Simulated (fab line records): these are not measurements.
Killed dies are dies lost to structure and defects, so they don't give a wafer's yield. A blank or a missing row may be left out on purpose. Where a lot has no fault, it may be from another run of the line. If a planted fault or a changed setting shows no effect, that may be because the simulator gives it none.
Struck lot and sound lot, side by side -- flow berkeleyCmos170 -- 14 out of 331 route steps
Sound: wafers L868.1, L868.2, L868.5. Wafers L878.1, L878.3, L878.4 were the ones struck. At the end, the cause is stated.
For every step that has rows: the tool of each side, followed by ch and its chambers, followed by its first start. Under that, the readings that differ: sound wafers -- struck wafers -- difference of the means -- sigmas: that difference in standard deviations of wafers without a fault.
alike: a reading whose means differ by less than 2 such deviations, as well as words and numbers matching on both sides. not compared: withheld readings; readings where some wafer has no value; bounds like >300 that might hide an equal value; numbers whose values overlap and for which the record gives no deviation.
Wherever a step has rows on one side only, a row that says differs or no value, or a row with sigmas, the two part there. Non-overlapping numbers with no deviation appear without sigmas and do not part them. A reading missing from all wafers of one side parts the sides only when that side holds two or more wafers.

first, 1 step without rows for these wafers: UCB170_GATE_DEVELOP_11 (develop time 45 s).
UCB170_GATE_CD_MEAS_12: the cd target is 350 nm.
  sound: cdSem-02 at day 7 06:20; struck: cdSem-01 at day 9 12:01
reading,sound,struck,difference,sigmas
cdNm (nm),351.6 352.9 352.4,349.4 350.1 349.0,-2.8,-2
UCB170_GATE_OVL_MEAS_13:
  sound: overlay-02 at day 7 06:28; struck: overlay-01 at day 9 12:08
  alike: GATE_OVL
UCB170_GATE_ETCH_14: etches BARC in N2/H2.
  sound on rieDiel-04 ch 0,1,3, day 7 06:29; struck on rieDiel-01 ch 0,1,2, day 9 12:10
  alike: drypumpMotorCurrentA, h2FlowSccm, oesProductAu, throttleValvePct
UCB170_GATE_ETCH_15: etches poly-Si in HBr/Cl2, stops on SiO2, time 56.3 s, target depth 278.2 nm.
  sound on rieSi-02 ch 1,2,3, day 7 06:32; struck on rieSi-01 ch 0,1,3, day 9 12:12
  alike: drypumpMotorCurrentA, oesProductAu, throttleValvePct
  not compared: rfHoursCounterH
UCB170_GATE_STRIP_16: strips in O2.
  sound on plasmaAsher-02 ch 0,1, day 7 06:35; struck on plasmaAsher-02 ch 0,1, day 9 12:15
  alike: drypumpMotorCurrentA, o2FlowSccm, oesProductAu
  not compared: rfHoursCounterH
UCB170_GATE_CD_MEAS_90: the cd target is 350 nm.
  sound: cdSem-02 at day 7 06:41; struck: cdSem-01 at day 9 12:21
  alike: cdNm
then, 5 steps without rows for these wafers: UCB170_GATE_CLEAN_17 (cleans in SPM, time 600 s); UCB170_PLDD_HMDS_00 (prime time 60 s); UCB170_PLDD_COAT_01 (resist thk 900 nm); UCB170_PLDD_SOFTBAKE_02 (time 60 s); UCB170_PLDD_EXPOSE_03 (exposes mask PSELECT, target cd 1200 nm).
UCB170_PLDD_PEB_04:
  sound on lithoTrack-02 ch 0, day 7 09:20; struck on lithoTrack-04, day 9 13:44
  no value came back on the struck wafers for chillPlateTempC (C), exhaustPa (Pa); on the sound wafers chillPlateTempC (C) reads 22.98 23.13 23.15
then, 1 step without rows for these wafers: UCB170_PLDD_DEVELOP_05 (develop time 46.45 s).

## WHERE THEY PART
At UCB170_GATE_CD_MEAS_12 first; at UCB170_PLDD_PEB_04 last (within this record only).

WHY: what the simulator had put in
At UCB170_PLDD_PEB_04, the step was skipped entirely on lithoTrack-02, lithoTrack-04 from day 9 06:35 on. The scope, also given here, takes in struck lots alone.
